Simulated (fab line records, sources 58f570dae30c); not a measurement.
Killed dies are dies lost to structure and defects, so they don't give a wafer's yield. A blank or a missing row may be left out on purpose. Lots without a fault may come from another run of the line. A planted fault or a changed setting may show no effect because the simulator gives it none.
A struck lot beside a sound one | flow berkeley_cmos170 | 15 steps out of a route of 331
Sound: wafers L262.1, L262.4, L262.6. Struck: wafers L266.1, L266.6. (L266.3 of the same lot was not struck and is left out.) The cause comes at the end.
At each step with rows: each side's tool, then ch and its chambers, then its first start. Under that, the readings that differ: sound wafers | struck wafers | difference of the means | sigmas: that difference in standard deviations of wafers without a fault.
alike: readings whose means differ by less than 2 such deviations, and words and numbers that are the same on both sides. not compared: withheld readings, readings that some wafer has no value for, bounds like >300 that may hide the same value, and numbers for which the record gives no deviation and whose values overlap.
The two part at a step that has a row with sigmas, a row that says differs or no value, or rows on one side only. Numbers that don't overlap but have no deviation are shown without sigmas and don't part them. A reading that every wafer of one side lacks parts them only if that side has two wafers or more.

first, 1 step without rows for these wafers: UCB170_M3_SOFTBAKE_06 (time 60 s).
UCB170_M3_STRIP_07: strips in O2.
  sound on plasma_asher-04 ch 0,1, day 9 20:10; struck on plasma_asher-03 ch 0,1, day 10 20:03
  alike: drypump_motor_current_A, oes_product_au, strip_time_to_endpoint_s
  not compared: rf_hours_counter_h
then, 7 steps without rows for these wafers: UCB170_M3_STRIP_08 (strips KrF in DMSO, time 600 s); UCB170_M3_COAT_09; UCB170_M3_COAT_10 (resist thk 900 nm); UCB170_M3_SOFTBAKE_11 (time 60 s); UCB170_M3_EXPOSE_12 (exposes mask METAL3, target cd 700 nm); UCB170_M3_PEB_13; UCB170_M3_DEVELOP_14 (develop time 45 s).
UCB170_M3_CD_MEAS_15: target cd 700 nm.
  sound on cd_sem-01, day 9 22:04; struck on cd_sem-02, day 10 21:49
  alike: cd_nm
UCB170_M3_OVL_MEAS_16:
  sound on overlay-02, day 9 22:11; struck on overlay-01, day 10 21:56
  alike: M3_OVL
UCB170_M3_ETCH_17: etches BARC in N2/H2.
  sound on rie_diel-02 ch 0,1,3, day 9 22:13; struck on rie_diel-02 ch 2,3, day 10 21:59
  alike: chamber_pressure_mTorr, drypump_motor_current_A, oes_product_au, throttle_valve_pct
UCB170_M3_METAL_ETCH_18: etches Al in Cl2/BCl3, stops on SiO2, target depth 1170 nm, time 195 s.
  sound on rie_metal-01 ch 0,1, day 9 22:16; struck on rie_metal-02 ch 1, day 10 22:01
  reading                             | sound                | struck      | difference | sigmas
  chamber_pressure_mTorr (mTorr)      | 11.984 12.005 11.999 | 9.596 9.608 | -2.394     | -99 or more
  model.KrF_of_M3_COAT_10.thk_nm (nm) | 201.9 210.4 214.7    | 227 227.2   | +18        |
  alike: drypump_motor_current_A, oes_product_au, throttle_valve_pct
  not compared: rf_hours_counter_h
UCB170_M3_STRIP_19: strips in O2.
  sound on plasma_asher-02 ch 0,1, day 9 22:27; struck on plasma_asher-02 ch 0, day 10 22:13
  alike: drypump_motor_current_A, oes_product_au
  not compared: rf_hours_counter_h
UCB170_M3_PROBE_99:
  the record has rows for the sound wafers here (prober-02, day 9 22:47) and none for the struck ones

WHERE THEY PART
First at UCB170_M3_METAL_ETCH_18; last, within this record, at UCB170_M3_PROBE_99.

WHY: what the simulator had put in
Process parameter drift: rie_metal-02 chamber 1, from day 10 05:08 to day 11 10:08, at UCB170_M3_METAL_ETCH_18. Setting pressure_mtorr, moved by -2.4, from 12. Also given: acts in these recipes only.
